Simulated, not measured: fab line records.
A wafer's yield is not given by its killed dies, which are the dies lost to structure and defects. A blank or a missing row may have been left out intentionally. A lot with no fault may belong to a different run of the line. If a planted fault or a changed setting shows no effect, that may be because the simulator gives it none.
Chamber matching / flow rit_cmos / rie_si-02 running RIT_GATE_ETCH_19: 4 sister chambers
The step etches poly-Si in SF6/CHF3/O2, stops on SiO2, time 165 s, target depth 312.5 nm. 4 wafers are shown with their chamber, then 7 later ones without.

## WAFERS WITH THEIR CHAMBER
wafer=L909.1; chamber=0; drypump_motor_current_A (A)=4.6
wafer=L909.2; chamber=3; drypump_motor_current_A (A)=5.9
wafer=L911.2; chamber=1; drypump_motor_current_A (A)=6.1
wafer=L911.4; chamber=2; drypump_motor_current_A (A)=6.7

## WAFERS MISSING THEIR CHAMBER
wafer=L911.5; drypump_motor_current_A (A)=4.6
wafer=L919.3; drypump_motor_current_A (A)=5.9
wafer=L919.4; drypump_motor_current_A (A)=4.6
wafer=L919.6; drypump_motor_current_A (A)=6.0
wafer=L921.2; drypump_motor_current_A (A)=4.6
wafer=L921.4; drypump_motor_current_A (A)=5.9
wafer=L921.6; drypump_motor_current_A (A)=4.6

## WHICH CHAMBER EACH WENT THROUGH
wafer=L911.5; from the rows above=0; in truth=0
wafer=L919.3; from the rows above=3; in truth=3
wafer=L919.4; from the rows above=0; in truth=0
wafer=L919.6; from the rows above=can't be placed: 1 or 3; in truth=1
wafer=L921.2; from the rows above=0; in truth=0
wafer=L921.4; from the rows above=3; in truth=3
wafer=L921.6; from the rows above=0; in truth=0
6 of 7 placed correctly. Can't be placed from these rows: 1 (the true chamber is among the candidates in 1). Number placed wrongly: 0.
How it was worked out, from the rows above alone: a wafer's distance from a chamber is the root of the sum, over the readings, of the square of ((its reading less the chamber's mean) divided by the reading's scatter). If the next closest chamber is less than 2 further off than the closest, the wafer can't be placed; otherwise it belongs to the closest. Each chamber's mean is taken over the wafers shown for it. The scatter: root of mean squared gap, hidden wafer to nearest shown wafer, with one shown wafer a chamber.
